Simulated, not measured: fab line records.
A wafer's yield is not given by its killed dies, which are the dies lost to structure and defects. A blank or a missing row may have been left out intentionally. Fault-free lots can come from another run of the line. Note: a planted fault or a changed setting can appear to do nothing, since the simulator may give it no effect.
Matching of chambers	flow berkeley_cmos170	UCB170_V1_ETCH_14 on rie_diel-02: 4 sister chambers
The step etches SiO2 in CHF3/CF4/Ar, stops on Al, target depth 1250 nm, time 291 s. 4 wafers are shown with their chamber, then 7 later ones without.

## WAFERS WITH THEIR CHAMBER
wafer	chamber	drypump_motor_current_A (A)
L608.4	1	6.5
L608.5	0	6.2
L610.2	2	4.8
L610.3	3	5.7

## WAFERS WITHOUT THEIR CHAMBER
wafer	drypump_motor_current_A (A)
L610.6	5.7
L615.4	4.7
L615.5	6.2
L615.6	6.5
L620.1	5.7
L620.4	6.5
L620.6	4.7

## THE CHAMBER EACH PASSED THROUGH
wafer	from the rows above	in truth
L610.6	3	3
L615.4	2	2
L615.5	0	0
L615.6	1	1
L620.1	3	3
L620.4	1	1
L620.6	2	2
Placed correctly: 7 of 7. Number that these rows cannot place: 0. Number placed wrongly: 0.
How it was worked out, from the rows above alone: a wafer's distance from a chamber is the root of the sum, over the readings, of the square of ((its reading less the chamber's mean) divided by the reading's scatter). The wafer belongs to the nearest chamber; if the next one is less than 2 further off, it can't be placed. The mean given for a chamber averages the wafers shown for that chamber. The scatter: root of mean squared gap, hidden wafer to nearest shown wafer, with one shown wafer a chamber.
